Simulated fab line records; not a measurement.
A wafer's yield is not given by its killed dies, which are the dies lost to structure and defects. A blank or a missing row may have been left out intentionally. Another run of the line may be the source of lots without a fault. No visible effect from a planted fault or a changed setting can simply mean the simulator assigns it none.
One fault seen from 2 desks ; flow berkeley-cmos170 ; each desk has only its own numbers; what lay behind them comes last

== FOR THE TOOL OWNER'S DESK: furnace-04 ==
The tool's own readings at UCB170_START_OXIDATION_02 (target thk 20 nm, ox time 1800 s): means of the sampled wafers that have a number, for each lot that ran on this tool. Any lot whose mean is over 4 standard deviations away from the usual mean is out of limits and marked OUT; that distance is given in the brackets.
Columns: A = ox-temp-c-max at UCB170_START_OXIDATION_02, usual 953.7; B = tube-center-temp-C at UCB170_START_OXIDATION_02, usual 950 C
lot;first seen here;A;B
L545;day 2 20:53;953.3;950
L546;day 3 01:23;953.7;950
L547;day 3 06:52;952.6;950
L550;day 3 20:44;953.0;950
L555;day 4 20:52;952.6;950
Result from this desk: across the 5 lots, nothing is out of limits.

== FROM THE METROLOGY DESK ==
Lot by lot, what the gauges showed, no matter which tool ran the lot: averages of those sampled wafers that carry a number. Any lot whose mean is over 4 standard deviations away from the usual mean is out of limits and marked OUT; that distance is given in the brackets.
Columns: A = M2_OVL at UCB170_M2_OVL_MEAS_16, usual 2 nm; B = M3_AL_THK at UCB170_M3_THK_MEAS_03, usual 914 nm
lot;first seen here;A;B
L539;day 8 17:52;-2;921
L541;day 8 18:59;-8;910
L540;day 8 21:25;2;903
L544;day 9 11:20;-0;922
L545;day 10 08:41;-1;908
L547;day 10 10:59;15;924
L546;day 10 11:17;5;909
L551;day 10 11:46;3;888
L549;day 10 12:48;7;908
L550;day 10 15:43;11;906
L556;day 12 05:42;7;919
L555;day 12 08:10;-2;914
L560;day 13 09:05;-6;919
L562;day 13 18:44;4;913
Result from this desk: across the 14 lots, nothing is out of limits.

== PUT TOGETHER ==
Nothing out of limits was seen by the tool owner's desk.
The metrology desk saw nothing out of limits.

== WHAT THE SIMULATOR HAD INSERTED ==
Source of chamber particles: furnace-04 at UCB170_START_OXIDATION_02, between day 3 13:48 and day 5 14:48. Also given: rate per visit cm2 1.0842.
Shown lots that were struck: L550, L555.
